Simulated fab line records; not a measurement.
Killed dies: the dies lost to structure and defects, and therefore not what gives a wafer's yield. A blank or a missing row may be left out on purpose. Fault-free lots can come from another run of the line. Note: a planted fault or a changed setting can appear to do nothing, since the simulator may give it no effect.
fab line records    flow ritCmos
record lots=14  wafers=42  lastDay=7
route steps=202 shown NSD@139 M1@202
lots that met no fault: taken from a fault-free run of the same line
startH: hours from the record's opening day to when the first of the lot's shown wafers began    waitH: time in hours since the lot's previous step    " as in the row above    L1.1+2: one row covering several wafers at once    - no value present, or no start provided    * or withheld: withheld    < > ~ a bound
route shown NAME@n: NAME is a module with steps in the file, n the number in the route of the first one    usual: mean/standard deviation taken from wafers without a fault    same: alike in all rows    chamber/n: place in a boat    sites: the reading at each site    _std_site: their standard deviation    _edge_site: mean of outer sites minus mean of inner sites    radiusMm: how far each site lies from the wafer's centre    mask NAME#n: copy n    behind: tool/chamber where the wafer was last shaped    hold: the reason the lot was held/the length of the hold in hours/how it ended    device: the transistor (n, p or np) that didn't switch    end of line: tests of these same wafers at the route's end    for a step that has no rows: nothing shown but its recipe    killed: dies lost to structure and defects at the first sort, not the wafer's yield    map: the dies of a wafer, with x for killed, . for not killed, _ for no die there
set.NAME: the setting as run; set.NAME@STEP: as run at that earlier step    model.NAME: the simulator's own value behind a step, which no gauge read
one table for each step of the route and one row for each wafer, over a sample of lots
services: from which hour (startH, from the record's first day; less than 0 if before it) a tool's chamber was out of use, for how many hours, and why
## steps
# step RIT_NSD_IMPLANT_08
# recipe species=P  energyKev=25  doseCm2=1e+15  tiltDeg=7
# usual doseIonsCm2=9.999e+14/1.1e+12  faradayCurrentUA=3138/57
lot.wafer  tool          chamber  startH  waitH  doseIonsCm2  faradayCurrentUA
L371.1     implanter-04  0        56.22   0.1    9.989e+14    3141
L371.2     "             0        "       "      1.0004e+15   3087
L371.5     "             0        "       "      1.0013e+15   3100
L374.2     implanter-01  0        67.80   0.1    9.999e+14    3122
L374.5     "             0        "       "      1e+15        3090
L374.6     "             0        "       "      9.997e+14    3189
L375.1     implanter-03  0        73.15   0.1    9.999e+14    3128
L375.2     "             0        "       "      1.0016e+15   3154
L375.5     "             0        "       "      9.998e+14    3098
L376.3     implanter-01  0        80.01   0.1    9.993e+14    3153
L376.5     "             0        "       "      1.0002e+15   3150
L376.6     "             0        "       "      1.0005e+15   3118
L377.2     implanter-01  0        88.84   0.1    9.986e+14    3078
L377.3     "             0        "       "      1.0002e+15   3124
L377.6     "             0        "       "      9.995e+14    3113
L378.2     implanter-03  0        91.87   0.1    9.999e+14    3147
L378.3     "             0        "       "      1.0003e+15   3197
L378.6     "             0        "       "      9.995e+14    3121
L380.1     implanter-03  0        100.14  0.1    9.987e+14    3097
L380.2     "             0        "       "      1.001e+15    3047
L380.3     "             0        "       "      1.0012e+15   3118
L381.2     implanter-03  0        105.24  0.1    9.989e+14    3106
L381.3     "             0        "       "      1.0012e+15   3003
L381.4     "             0        "       "      9.987e+14    3152
L382.2     implanter-03  0        108.14  0.1    9.995e+14    3123
L382.4     "             0        "       "      9.987e+14    3263
L382.5     "             0        "       "      9.998e+14    3210
L383.2     implanter-03  0        112.98  0.1    7.898e+14    2412
L383.3     "             0        "       "      7.898e+14    2472
L383.6     "             0        "       "      7.905e+14    2514
L384.3     implanter-03  0        116.76  0.1    7.918e+14    2583
L384.5     "             0        "       "      7.928e+14    2496
L384.6     "             0        "       "      7.921e+14    2499
L385.2     implanter-01  0        122.90  0.1    1.0007e+15   3160
L385.3     "             0        "       "      1.0003e+15   3183
L385.5     "             0        "       "      1.001e+15    3259
L387.1     implanter-01  0        132.84  0.1    1.0015e+15   3159
L387.5     "             0        "       "      9.993e+14    3252
L387.6     "             0        "       "      9.998e+14    3122
L393.2     implanter-01  0        161.80  0.1    9.987e+14    3220
L393.4     "             0        "       "      9.992e+14    3122
L393.6     "             0        "       "      1.0003e+15   3220
# step RIT_NSD_TW_MEAS_10
# usual NSD_TW=3150/51
lot.wafer  tool          chamber  startH  waitH  hold                     NSD_TW
L371.1     filmMetro-02  -        56.54   0.1    -                        3120
L371.2     "             -        "       "      -                        3122
L371.5     "             -        "       "      -                        3126
L374.2     filmMetro-03  -        68.11   0.1    -                        3186
L374.5     "             -        "       "      -                        3199
L374.6     "             -        "       "      -                        3185
L375.1     filmMetro-03  -        73.48   0.1    -                        3213
L375.2     "             -        "       "      -                        3190
L375.5     "             -        "       "      -                        3200
L376.3     filmMetro-03  -        80.31   0.1    -                        3202
L376.5     "             -        "       "      -                        3206
L376.6     "             -        "       "      -                        3188
L377.2     filmMetro-02  -        89.15   0.1    -                        3099
L377.3     "             -        "       "      -                        3124
L377.6     "             -        "       "      -                        3116
L378.2     filmMetro-01  -        92.18   0.1    -                        3070
L378.3     "             -        "       "      -                        3082
L378.6     "             -        "       "      -                        3103
L380.1     filmMetro-02  -        100.47  0.1    -                        3147
L380.2     "             -        "       "      -                        3146
L380.3     "             -        "       "      -                        3153
L381.2     filmMetro-03  -        105.55  0.1    -                        3222
L381.3     "             -        "       "      -                        3218
L381.4     "             -        "       "      -                        3208
L382.2     filmMetro-01  -        108.45  0.1    -                        3078
L382.4     "             -        "       "      -                        3086
L382.5     "             -        "       "      -                        3075
L383.2     filmMetro-01  -        113.29  0.1    awaitDispo/0.2h/release  2921
L383.3     "             -        "       "      awaitDispo/0.2h/release  2934
L383.6     "             -        "       "      awaitDispo/0.2h/release  2926
L383.2     filmMetro-01  -        113.52  0.2    -                        2932
L383.3     "             -        "       "      -                        2928
L383.6     "             -        "       "      -                        2926
L384.3     filmMetro-02  -        117.05  0.1    -                        2983
L384.5     "             -        "       "      -                        2977
L384.6     "             -        "       "      -                        2986
L385.2     filmMetro-03  -        123.21  0.1    -                        3205
L385.3     "             -        "       "      -                        3186
L385.5     "             -        "       "      -                        3199
L387.1     filmMetro-03  -        133.16  0.1    -                        3201
L387.5     "             -        "       "      -                        3213
L387.6     "             -        "       "      -                        3196
L393.2     filmMetro-03  -        162.11  0.1    -                        3198
L393.4     "             -        "       "      -                        3206
L393.6     "             -        "       "      -                        3193
# step RIT_SDANNEAL_RS_MEAS_05
# recipe thkMeasGauge=four-point-probe
# usual NSD_RS=84.61/0.28
lot.wafer  tool          chamber  startH  waitH  hold                     NSD_RS[ohm/sq]
L371.1     filmMetro-03  -        58.87   0.1    -                        84.24
L371.2     "             -        "       "      -                        84.64
L371.5     "             -        "       "      -                        84.13
L374.2     filmMetro-01  -        70.31   0.1    -                        85.42
L374.5     "             -        "       "      -                        85.34
L374.6     "             -        "       "      -                        85.23
L375.1     filmMetro-03  -        75.50   0.1    -                        84.43
L375.2     "             -        "       "      -                        84.61
L375.5     "             -        "       "      -                        84.71
L376.3     filmMetro-03  -        82.36   0.1    -                        84.08
L376.5     "             -        "       "      -                        84.45
L376.6     "             -        "       "      -                        84.64
L377.2     filmMetro-01  -        91.44   0.1    -                        84.47
L377.3     "             -        "       "      -                        84.24
L377.6     "             -        "       "      -                        84.60
L378.2     filmMetro-02  -        94.34   0.1    -                        84.73
L378.3     "             -        "       "      -                        85.12
L378.6     "             -        "       "      -                        84.57
L380.1     filmMetro-03  -        102.53  0.1    -                        84.29
L380.2     "             -        "       "      -                        84.29
L380.3     "             -        "       "      -                        84.11
L381.2     filmMetro-03  -        107.68  0.1    -                        84.68
L381.3     "             -        "       "      -                        84.67
L381.4     "             -        "       "      -                        84.73
L382.2     filmMetro-02  -        110.61  0.1    -                        85.21
L382.4     "             -        "       "      -                        84.85
L382.5     "             -        "       "      -                        84.89
L384.3     filmMetro-02  -        119.26  0.1    awaitDispo/0.2h/release  101.86
L384.5     "             -        "       "      awaitDispo/0.2h/release  102.15
L384.6     "             -        "       "      awaitDispo/0.2h/release  102.10
L384.3     filmMetro-02  -        119.62  0.3    -                        101.80
L384.5     "             -        "       "      -                        102.02
L384.6     "             -        "       "      -                        101.87
L383.2     filmMetro-02  -        122.40  0.1    awaitDispo/0.2h/release  101.58
L383.3     "             -        "       "      awaitDispo/0.2h/release  101.90
L383.6     "             -        "       "      awaitDispo/0.2h/release  101.53
L383.2     filmMetro-02  -        122.75  0.3    -                        101.64
L383.3     "             -        "       "      -                        101.84
L383.6     "             -        "       "      -                        101.42
L385.2     filmMetro-02  -        125.27  0.1    -                        84.41
L385.3     "             -        "       "      -                        84.73
L385.5     "             -        "       "      -                        84.57
L387.1     filmMetro-02  -        135.22  0.1    -                        84.73
L387.5     "             -        "       "      -                        84.69
L387.6     "             -        "       "      -                        84.65
L393.2     filmMetro-03  -        164.27  0.1    -                        84.22
L393.4     "             -        "       "      -                        84.15
L393.6     "             -        "       "      -                        84.48
# step RIT_M1_PROBE_99
# usual defectLimitedYield=97.4/1.1  killed_at_M0_to_M3=0.0/0.14  killedAtContacts=0.0/0.22  killedAtFrontEnd=6.9/3  killedDies=6.9/3  killedOnRim=1.9/1.5  killedOpen=3.5/2  killedShort=3.4/2.1  sort_bin_3_pad_short=0.1/0.23  sort_bin_5_function=1.5/0.85  sort_bin_6_memory=1.0/0.59  sortNPass=257.1/3  sortYieldPct=97.4/1.1
# same grossDies=264  killed_at_M4_up=0  killedAtBackSide=0  killedAtOther=0
lot.wafer  tool       chamber  startH  waitH  defectLimitedYield[%]  killed_at_M0_to_M3  killedAtContacts  killedAtFrontEnd  killedDies  killedOnRim  killedOpen  killedShort  sort_bin_3_pad_short[%]  sort_bin_5_function[%]  sort_bin_6_memory[%]  sortNPass  sortYieldPct[%]
L371.1     prober-02  -        66.48   0.1    94.3                   0                   1                 14                15          6            10          5            0                        3.4                     2.3                   249.0      94.3
L371.2     prober-02  -        66.53   0.1    96.6                   0                   0                 9                 9           5            7           1            0                        1.9                     1.5                   255.0      96.6
L371.5     prober-02  -        66.68   0.2    96.2                   0                   0                 10                10          2            4           5            0                        2.7                     1.1                   254.0      96.2
L374.2     prober-01  -        78.27   0.1    98.5                   0                   0                 4                 4           1            1           3            0                        1.1                     0.4                   260.0      98.5
L374.5     prober-01  -        78.42   0.2    96.6                   0                   0                 9                 9           2            3           6            0                        2.7                     0.8                   255.0      96.6
L374.6     prober-01  -        78.47   0.2    97.3                   0                   0                 7                 7           0            3           4            0                        0.4                     2.3                   257.0      97.3
L375.1     prober-02  -        82.84   0.1    96.6                   0                   0                 9                 9           4            3           6            0.4                      1.9                     1.1                   255.0      96.6
L375.2     prober-02  -        82.89   0.1    97.7                   0                   0                 6                 6           1            3           3            0                        1.5                     0.8                   258.0      97.7
L375.5     prober-02  -        83.04   0.2    98.1                   0                   0                 5                 5           1            2           3            0                        1.5                     0.4                   259.0      98.1
L376.3     prober-01  -        89.54   0.2    97.3                   0                   0                 7                 7           1            4           3            0                        1.5                     1.1                   257.0      97.3
L376.5     prober-01  -        89.64   0.2    99.6                   0                   0                 1                 1           0            0           1            0                        0.4                     0                     263.0      99.6
L376.6     prober-01  -        89.69   0.2    98.1                   0                   0                 5                 5           3            2           3            0                        1.5                     0.4                   259.0      98.1
L377.2     prober-02  -        99.92   0.1    94.7                   0                   0                 14                14          2            8           6            1.1                      3.0                     1.1                   250.0      94.7
L377.3     prober-02  -        99.97   0.2    97.0                   0                   0                 8                 8           0            3           5            1.1                      0.8                     1.1                   256.0      97.0
L377.6     prober-02  -        100.12  0.2    96.6                   1                   0                 8                 9           3            0           9            0.4                      1.9                     1.1                   255.0      96.6
L378.2     prober-01  -        101.84  0.1    97.0                   0                   0                 8                 8           3            4           4            0.4                      1.1                     1.5                   256.0      97.0
L378.3     prober-01  -        101.89  0.2    98.5                   0                   0                 4                 4           1            3           1            0                        0.8                     0.8                   260.0      98.5
L378.6     prober-01  -        102.04  0.2    99.2                   0                   0                 2                 2           1            1           1            0                        0.4                     0.4                   262.0      99.2
L380.1     prober-01  -        110.48  0.1    97.3                   0                   0                 7                 7           3            1           6            0.4                      1.5                     0.8                   257.0      97.3
L380.2     prober-01  -        110.53  0.1    95.8                   0                   0                 11                11          3            2           9            0                        2.7                     1.5                   253.0      95.8
L380.3     prober-01  -        110.58  0.2    97.3                   0                   0                 7                 7           1            3           4            0.4                      1.5                     0.8                   257.0      97.3
L381.2     prober-02  -        115.87  0.1    97.0                   0                   0                 8                 8           3            4           4            0.4                      0.8                     1.9                   256.0      97.0
L381.3     prober-02  -        115.92  0.2    98.1                   0                   0                 5                 5           2            2           3            0.4                      0.4                     1.1                   259.0      98.1
L381.4     prober-02  -        115.97  0.2    98.5                   0                   0                 4                 4           1            3           1            0                        0.4                     1.1                   260.0      98.5
L382.2     prober-01  -        117.96  0.1    98.1                   0                   0                 5                 5           2            3           2            0                        0.8                     1.1                   259.0      98.1
L382.4     prober-01  -        118.06  0.2    97.3                   0                   0                 7                 7           1            2           5            0                        1.9                     0.8                   257.0      97.3
L382.5     prober-01  -        118.11  0.2    97.3                   0                   0                 7                 7           1            4           3            0                        1.9                     0.8                   257.0      97.3
L385.2     prober-02  -        132.54  0.1    97.3                   0                   0                 7                 7           1            3           4            0                        1.9                     0.8                   257.0      97.3
L385.3     prober-02  -        132.59  0.2    98.9                   0                   0                 3                 3           1            1           2            0                        0.4                     0.8                   261.0      98.9
L385.5     prober-02  -        132.69  0.2    98.5                   0                   0                 4                 4           1            3           1            0                        0.8                     0.8                   260.0      98.5
L387.1     prober-02  -        142.64  0.1    97.3                   0                   0                 7                 7           2            2           5            0                        1.9                     0.8                   257.0      97.3
L387.5     prober-02  -        142.84  0.2    96.2                   0                   0                 10                10          2            1           9            0.4                      2.3                     1.1                   254.0      96.2
L387.6     prober-02  -        142.89  0.2    97.0                   0                   0                 8                 8           1            3           5            0                        2.3                     0.8                   256.0      97.0
L393.2     prober-02  -        171.60  0.1    98.9                   0                   0                 3                 3           0            1           2            0                        0.4                     0.8                   261.0      98.9
L393.4     prober-02  -        171.70  0.2    98.9                   0                   0                 3                 3           0            2           1            0                        1.1                     0                     261.0      98.9
L393.6     prober-02  -        171.80  0.2    98.5                   0                   0                 4                 4           1            3           1            0                        0.8                     0.8                   260.0      98.5
# killed by level:class
L371.1 SPACER:geometricParticle:open=3 SILICIDE:geometricParticle:open=3 FOX1:geometricParticle:short=2 FOX1:geometricParticle:open=2 FOX2:geometricParticle:short=1 GATE:geometricParticle:short=1 GATE:geometricParticle:open=1 SILICIDE:geometricParticle:short=1
L371.2 FOX2:geometricParticle:open=2 GATE:geometricParticle:open=2 FOX1:geometricParticle:open=1 FOX2:geometricParticle:short=1 SPACER:geometricParticle:open=1 SILICIDE:geometricParticle:open=1 ACTIVE:coatMicrobubblePrinted=1
L371.5 GATE:geometricParticle:open=2 SPACER:geometricParticle:short=2 FOX1:geometricParticle:open=1 FOX1:geometricParticle:short=1 FOX2:geometricParticle:open=1 FOX2:geometricParticle:short=1 GATE:geometricParticle:short=1 NWELL:coatMicrobubblePrinted=1
L374.2 GATE:geometricParticle:short=2 FOX1:geometricParticle:short=1 REOX:geometricParticle:open=1
L374.5 GATE:geometricParticle:short=3 REOX:geometricParticle:short=2 SPACER:geometricParticle:open=2 GATE:geometricParticle:open=1 SPACER:geometricParticle:short=1
L374.6 GATE:geometricParticle:short=2 FOX1:geometricParticle:open=1 FOX2:geometricParticle:short=1 GATE:geometricParticle:open=1 SPACER:geometricParticle:open=1 SPACER:geometricParticle:short=1
L375.1 REOX:geometricParticle:short=3 GATE:geometricParticle:short=2 FOX1:geometricParticle:open=1 GATE:geometricParticle:open=1 SILICIDE:geometricParticle:open=1 SILICIDE:geometricParticle:short=1
L375.2 GATE:geometricParticle:short=3 GATE:geometricParticle:open=3
L375.5 SPACER:geometricParticle:short=3 GATE:geometricParticle:open=1 SILICIDE:geometricParticle:open=1
L376.3 REOX:geometricParticle:open=3 FOX2:geometricParticle:open=1 FOX2:geometricParticle:short=1 GATE:geometricParticle:short=1 SPACER:geometricParticle:short=1
L376.5 GATE:geometricParticle:short=1
L376.6 FOX1:geometricParticle:short=1 FOX2:geometricParticle:short=1 GATE:geometricParticle:short=1 GATE:geometricParticle:open=1 REOX:geometricParticle:open=1
L377.2 GATE:geometricParticle:open=4 GATE:geometricParticle:short=3 FOX1:geometricParticle:open=2 SPACER:geometricParticle:open=2 FOX2:geometricParticle:short=1 SPACER:geometricParticle:short=1 SILICIDE:geometricParticle:short=1
L377.3 SPACER:geometricParticle:short=4 GATE:geometricParticle:open=2 GATE:geometricParticle:short=1 SPACER:geometricParticle:open=1
L377.6 GATE:geometricParticle:short=3 FOX1:geometricParticle:short=2 FOX2:geometricParticle:short=2 SPACER:geometricParticle:short=1 M1:geometricParticle:short=1
L378.2 GATE:geometricParticle:open=4 GATE:geometricParticle:short=2 FOX1:geometricParticle:short=1 SILICIDE:geometricParticle:short=1
L378.3 FOX2:geometricParticle:short=1 GATE:geometricParticle:open=1 SPACER:geometricParticle:open=1 SILICIDE:geometricParticle:open=1
L378.6 FOX2:geometricParticle:short=1 GATE:geometricParticle:open=1
L380.1 GATE:geometricParticle:short=4 REOX:geometricParticle:short=2 FOX2:geometricParticle:open=1
L380.2 REOX:geometricParticle:short=4 FOX1:geometricParticle:short=2 GATE:geometricParticle:open=2 GATE:geometricParticle:short=2 SILICIDE:geometricParticle:short=1
L380.3 GATE:geometricParticle:short=2 SPACER:geometricParticle:short=2 FOX1:geometricParticle:open=1 GATE:geometricParticle:open=1 REOX:geometricParticle:open=1
L381.2 GATE:geometricParticle:open=3 GATE:geometricParticle:short=2 FOX1:geometricParticle:short=1 FOX1:geometricParticle:open=1 SILICIDE:geometricParticle:short=1
L381.3 GATE:geometricParticle:short=2 FOX1:geometricParticle:open=1 GATE:geometricParticle:open=1 SPACER:geometricParticle:short=1
L381.4 FOX1:geometricParticle:open=1 FOX2:geometricParticle:open=1 REOX:geometricParticle:open=1 REOX:geometricParticle:short=1
L382.2 SILICIDE:geometricParticle:open=2 FOX1:geometricParticle:open=1 GATE:geometricParticle:short=1 REOX:geometricParticle:short=1
L382.4 GATE:geometricParticle:short=3 REOX:geometricParticle:open=1 SPACER:geometricParticle:short=1 SILICIDE:geometricParticle:short=1 SILICIDE:geometricParticle:open=1
L382.5 REOX:geometricParticle:open=2 SILICIDE:geometricParticle:open=2 REOX:geometricParticle:short=1 SPACER:geometricParticle:short=1 SILICIDE:geometricParticle:short=1
L385.2 REOX:geometricParticle:short=3 REOX:geometricParticle:open=2 SPACER:geometricParticle:open=1 SILICIDE:geometricParticle:short=1
L385.3 FOX2:geometricParticle:short=1 GATE:geometricParticle:open=1 REOX:geometricParticle:short=1
L385.5 GATE:geometricParticle:open=3 GATE:geometricParticle:short=1
L387.1 GATE:geometricParticle:open=2 GATE:geometricParticle:short=2 FOX1:geometricParticle:short=1 FOX2:geometricParticle:short=1 REOX:geometricParticle:short=1
L387.5 GATE:geometricParticle:short=6 FOX1:geometricParticle:short=1 FOX2:geometricParticle:open=1 REOX:geometricParticle:short=1 SPACER:geometricParticle:short=1
L387.6 GATE:geometricParticle:short=5 GATE:geometricParticle:open=2 FOX2:geometricParticle:open=1
L393.2 FOX1:geometricParticle:short=1 SPACER:geometricParticle:open=1 SILICIDE:geometricParticle:short=1
L393.4 GATE:geometricParticle:open=2 SILICIDE:geometricParticle:short=1
L393.6 GATE:geometricParticle:open=2 FOX2:geometricParticle:open=1 GATE:geometricParticle:short=1
## services
tool          chamber  startH  hours  kind
implanter-03  -        64.28   3.0    repair
implanter-03  -        81.27   1.4    pm
implanter-01  -        150.12  3.1    pm
## key
firstSign step=RIT_NSD_IMPLANT_08  reading=doseIonsCm2  direction=down  sigmas=99+  usual=9.999e+14  struck=7.911e+14
effect step=RIT_NSD_IMPLANT_08  reading=faradayCurrentUA  direction=down  sigmas=11  usual=3138  struck=2496
effect step=RIT_NSD_TW_MEAS_10  reading=visit  direction=added
effect step=RIT_SDANNEAL_RS_MEAS_05  reading=visit  direction=added
effect step=RIT_SDANNEAL_RS_MEAS_05  reading=NSD_RS  direction=up  sigmas=61  usual=84.61  struck=101.85
metAt RIT_NSD_IMPLANT_08
struckLots L383,L384
scrappedBehind RIT_SDANNEAL_RS_MEAS_05 L383.2,L383.3,L383.6,L384.3,L384.5,L384.6
onsetBetween 108.14 112.98
fault kind=processParameterDrift  tool=implanter-03  chamber=-  onsetH=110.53  steps=RIT_NSD_IMPLANT_08  channel=doseCm2  offset=-2.0965e+14  shape=step  endH=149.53  actsIn=theseRecipesOnly  stated=1e+15
